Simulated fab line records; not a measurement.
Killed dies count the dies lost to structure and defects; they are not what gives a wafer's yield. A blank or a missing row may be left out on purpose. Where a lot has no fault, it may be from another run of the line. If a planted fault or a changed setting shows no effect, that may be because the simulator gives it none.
Which tool was responsible? :: flow berkeley cmos170 :: 14 lots, 42 wafers sampled, at 4 steps of a route of 331

WHAT EACH GAUGE READ, for each wafer
UCB170_NWELL_TW_MEAS_16. Usual: NWELL_TW 1243, standard deviation 11.
lot: L441
measured: day 2 19:04
on: film metro-01
NWELL_TW: 1244 1240 1252
flag: 

lot: L442
measured: day 2 19:12
on: film metro-04
NWELL_TW: 1246 1249 1248
flag: 

lot: L443
measured: day 3 06:58
on: film metro-02
NWELL_TW: 1230 1229 1232
flag: 

lot: L445
measured: day 3 08:49
on: film metro-04
NWELL_TW: 1254 1249 1253
flag: 

lot: L446
measured: day 3 19:59
on: film metro-02
NWELL_TW: 1235 1230 1235
flag: 

lot: L447
measured: day 3 20:16
on: film metro-01
NWELL_TW: 1246 1240 1247
flag: 

lot: L452
measured: day 4 21:08
on: film metro-02
NWELL_TW: 1226 1238 1227
flag: 

lot: L453
measured: day 4 21:01
on: film metro-01
NWELL_TW: 1193 1197 1197
flag: OFF

lot: L455
measured: day 5 10:46
on: film metro-02
NWELL_TW: 1180 1173 1173
flag: OFF

lot: L458
measured: day 6 14:04
on: film metro-02
NWELL_TW: 1225 1218 1220
flag: 

lot: L461
measured: day 6 13:53
on: film metro-01
NWELL_TW: 1246 1244 1244
flag: 

lot: L462
measured: day 6 20:32
on: film metro-01
NWELL_TW: 1246 1250 1248
flag: 

lot: L463
measured: day 7 05:41
on: film metro-02
NWELL_TW: 1235 1230 1228
flag: 

lot: L464
measured: day 7 04:40
on: film metro-02
NWELL_TW: 1229 1230 1226
flag: 

UCB170_ACTIVE_CD_MEAS_13 targets a cd of 1200 nm. Usual: 1200.5 nm for cd nm, sd 1.1.
lot: L441
measured: day 4 16:02
on: cd sem-01
cd nm (nm): 1202.2 1201.1 1201.5
flag: 

lot: L442
measured: day 4 16:00
on: cd sem-02
cd nm (nm): 1201.1 1202.3 1201.3
flag: 

lot: L443
measured: day 5 15:43
on: cd sem-01
cd nm (nm): 1199.0 1199.4 1199.9
flag: 

lot: L445
measured: day 5 15:47
on: cd sem-02
cd nm (nm): 1202.0 1201.4 1201.6
flag: 

lot: L446
measured: day 6 07:00
on: cd sem-01
cd nm (nm): 1200.8 1198.9 1200.5
flag: 

lot: L447
measured: day 6 07:55
on: cd sem-02
cd nm (nm): 1199.0 1198.6 1197.8
flag: 

lot: L452
measured: day 7 03:57
on: cd sem-01
cd nm (nm): 1200.2 1199.4 1198.8
flag: 

lot: L453
measured: day 7 04:04
on: cd sem-01
cd nm (nm): 1202.5 1201.3 1202.1
flag: 

lot: L455
measured: day 7 13:49
on: cd sem-01
cd nm (nm): 1201.8 1200.0 1201.9
flag: 

lot: L458
measured: day 8 17:56
on: cd sem-02
cd nm (nm): 1201.3 1202.0 1201.8
flag: 

lot: L461
measured: day 8 18:05
on: cd sem-02
cd nm (nm): 1200.5 1201.7 1200.7
flag: 

lot: L462
measured: day 9 05:07
on: cd sem-02
cd nm (nm): 1201.8 1201.6 1200.9
flag: 

lot: L463
measured: day 9 12:02
on: cd sem-02
cd nm (nm): 1198.8 1199.3 1200.1
flag: 

lot: L464
measured: day 9 12:15
on: cd sem-02
cd nm (nm): 1202.0 1202.1 1201.6
flag: 

TOOL THAT RAN EACH LOT (tool first, then ch and the chambers of the sampled wafers, then the start)
lot: L441
UCB170_ZERO_ETCH_06: rie diel-04 ch 1,2,3, day 1 23:08
UCB170_NWELL_IMPLANT_14: implanter-03 ch 0, day 2 18:40

lot: L442
UCB170_ZERO_ETCH_06: rie diel-03 ch 1,2,3, day 2 04:30
UCB170_NWELL_IMPLANT_14: implanter-04 ch 0, day 2 18:57

lot: L443
UCB170_ZERO_ETCH_06: rie diel-03 ch 1,2, day 2 11:14
UCB170_NWELL_IMPLANT_14: implanter-04 ch 0, day 3 06:43

lot: L445
UCB170_ZERO_ETCH_06: rie diel-01 ch 0,1, day 2 17:19
UCB170_NWELL_IMPLANT_14: implanter-04 ch 0, day 3 08:35

lot: L446
UCB170_ZERO_ETCH_06: rie diel-03 ch 2,3, day 3 05:01
UCB170_NWELL_IMPLANT_14: implanter-04 ch 0, day 3 19:44

lot: L447
UCB170_ZERO_ETCH_06: rie diel-04 ch 1,2,3, day 3 05:11
UCB170_NWELL_IMPLANT_14: implanter-04 ch 0, day 3 20:01

lot: L452
UCB170_ZERO_ETCH_06: rie diel-01 ch 0,1,2, day 4 04:29
UCB170_NWELL_IMPLANT_14: implanter-03 ch 0, day 4 20:54

lot: L453
UCB170_ZERO_ETCH_06: rie diel-01 ch 0,3, day 4 10:14
UCB170_NWELL_IMPLANT_14: implanter-04 ch 0, day 4 20:47

lot: L455
UCB170_ZERO_ETCH_06: rie diel-03 ch 0,2,3, day 4 19:30
UCB170_NWELL_IMPLANT_14: implanter-04 ch 0, day 5 10:33

lot: L458
UCB170_ZERO_ETCH_06: rie diel-01 ch 0,2,3, day 5 19:11
UCB170_NWELL_IMPLANT_14: implanter-02 ch 0, day 6 13:50

lot: L461
UCB170_ZERO_ETCH_06: rie diel-04 ch 0,1,2, day 6 00:29
UCB170_NWELL_IMPLANT_14: implanter-03 ch 0, day 6 13:38

lot: L462
UCB170_ZERO_ETCH_06: rie diel-04 ch 0,1,2, day 6 08:16
UCB170_NWELL_IMPLANT_14: implanter-03 ch 0, day 6 20:17

lot: L463
UCB170_ZERO_ETCH_06: rie diel-03 ch 1,2,3, day 6 12:50
UCB170_NWELL_IMPLANT_14: implanter-03 ch 0, day 7 05:28

lot: L464
UCB170_ZERO_ETCH_06: rie diel-01 ch 0,2,3, day 6 13:07
UCB170_NWELL_IMPLANT_14: implanter-02 ch 0, day 7 04:25
- UCB170_ZERO_ETCH_06: etches SiO2 in CHF3/CF4/Ar, time 12 s.
- UCB170_NWELL_IMPLANT_14

AS READ BY THE TOOLS THEMSELVES (means over the sampled wafers that have a number; for cases with no such wafer, the mark the record gives instead)
UCB170_ZERO_ETCH_06. Usual: drypump motor current A 5.6 A, standard deviation 0.42; oes product au 0.614 a.u., standard deviation 0.01; throttle valve pct 9.23 %, standard deviation 0.15.
lot: L441
tool: rie diel-04
drypump motor current A (A): 5.2
oes product au (a.u.): 0.608
throttle valve pct (%): 9.24
flag: 

lot: L442
tool: rie diel-03
drypump motor current A (A): 5.7
oes product au (a.u.): 0.610
throttle valve pct (%): 9.27
flag: 

lot: L443
tool: rie diel-03
drypump motor current A (A): 5.7
oes product au (a.u.): 0.613
throttle valve pct (%): 9.36
flag: 

lot: L445
tool: rie diel-01
drypump motor current A (A): 5.9
oes product au (a.u.): 0.621
throttle valve pct (%): 9.08
flag: 

lot: L446
tool: rie diel-03
drypump motor current A (A): 5.7
oes product au (a.u.): 0.612
throttle valve pct (%): 9.21
flag: 

lot: L447
tool: rie diel-04
drypump motor current A (A): 5.2
oes product au (a.u.): 0.608
throttle valve pct (%): 9.24
flag: 

lot: L452
tool: rie diel-01
drypump motor current A (A): 5.6
oes product au (a.u.): 0.614
throttle valve pct (%): 9.19
flag: 

lot: L453
tool: rie diel-01
drypump motor current A (A): 6.2
oes product au (a.u.): 0.625
throttle valve pct (%): 9.17
flag: 

lot: L455
tool: rie diel-03
drypump motor current A (A): 5.9
oes product au (a.u.): 0.620
throttle valve pct (%): 9.15
flag: 

lot: L458
tool: rie diel-01
drypump motor current A (A): 6.0
oes product au (a.u.): 0.622
throttle valve pct (%): 9.28
flag: 

lot: L461
tool: rie diel-04
drypump motor current A (A): 5.1
oes product au (a.u.): 0.601
throttle valve pct (%): 9.24
flag: 

lot: L462
tool: rie diel-04
drypump motor current A (A): 5.1
oes product au (a.u.): 0.608
throttle valve pct (%): 9.23
flag: 

lot: L463
tool: rie diel-03
drypump motor current A (A): 5.7
oes product au (a.u.): 0.613
throttle valve pct (%): 9.29
flag: 

lot: L464
tool: rie diel-01
drypump motor current A (A): 5.9
oes product au (a.u.): 0.613
throttle valve pct (%): 9.29
flag: 

UCB170_NWELL_IMPLANT_14. Usual: beam energy keV 150.00, standard deviation 0.048; end station pressure torr 4.99e-06 Torr, standard deviation 2.8e-07.
lot: L441
tool: implanter-03
beam energy keV: 150.00
end station pressure torr (Torr): 4.98e-06
flag: 

lot: L442
tool: implanter-04
beam energy keV: 149.95
end station pressure torr (Torr): 4.96e-06
flag: 

lot: L443
tool: implanter-04
beam energy keV: 149.99
end station pressure torr (Torr): 4.57e-06
flag: 

lot: L445
tool: implanter-04
beam energy keV: 149.98
end station pressure torr (Torr): 4.93e-06
flag: 

lot: L446
tool: implanter-04
beam energy keV: 150.05
end station pressure torr (Torr): 4.98e-06
flag: 

lot: L447
tool: implanter-04
beam energy keV: 150.01
end station pressure torr (Torr): 4.95e-06
flag: 

lot: L452
tool: implanter-03
beam energy keV: 150.01
end station pressure torr (Torr): 5.11e-06
flag: 

lot: L453
tool: implanter-04
beam energy keV: 118.52
end station pressure torr (Torr): 4.87e-06
flag: OFF

lot: L455
tool: implanter-04
beam energy keV: 118.51
end station pressure torr (Torr): 4.91e-06
flag: OFF

lot: L458
tool: implanter-02
beam energy keV: 150.00
end station pressure torr (Torr): 4.85e-06
flag: 

lot: L461
tool: implanter-03
beam energy keV: 149.99
end station pressure torr (Torr): 4.90e-06
flag: 

lot: L462
tool: implanter-03
beam energy keV: 150.02
end station pressure torr (Torr): 5.27e-06
flag: 

lot: L463
tool: implanter-03
beam energy keV: 149.96
end station pressure torr (Torr): 4.99e-06
flag: 

lot: L464
tool: implanter-02
beam energy keV: 150.01
end station pressure torr (Torr): 4.93e-06
flag: 

THE ANSWER, worked out from the rows above alone
Rule: a lot is off if the mean of its wafers that have a number lies more than 3 standard deviations from the usual mean. Also off: a lot with no number at a reading for which 4 or more lots have one. The other lots that the step has rows for count as sound. After the gauges, taken in route order, come the tools' own readings; for these a lot's mean is taken, as printed above. At the first step where some lot is off, the reading lying furthest off is the one used; lots without a number count as furthest.
Off: L453, L455, at UCB170_NWELL_TW_MEAS_16 (NWELL_TW).
A tool fits if, at a process step before that reading, it ran every lot that is off, and no sound lot after the first of them. The gauges at UCB170_NWELL_TW_MEAS_16 aren't tried: what is off there is off at UCB170_NWELL_IMPLANT_14 too, on other tools, and a gauge's error can't cause that. One fits: implanter-04 at UCB170_NWELL_IMPLANT_14. A fault onset in the window from L447 (day 3 20:01, its last sound lot) to L453 (day 4 20:47, its first lot off) fits.
On the lots that are off, the tool's own readings at UCB170_NWELL_IMPLANT_14 differ by more than 5 times the standard deviation of the sound lots' means, which bears it out; beam energy keV reads 118.52 there versus 150.00 on the sound lots.

WHAT THE SIMULATOR HAD INSERTED
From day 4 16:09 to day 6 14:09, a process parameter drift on implanter-04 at UCB170_NWELL_IMPLANT_14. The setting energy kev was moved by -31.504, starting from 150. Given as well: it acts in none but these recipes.
Struck lots among those shown: L453, L455. The rule above found the same.
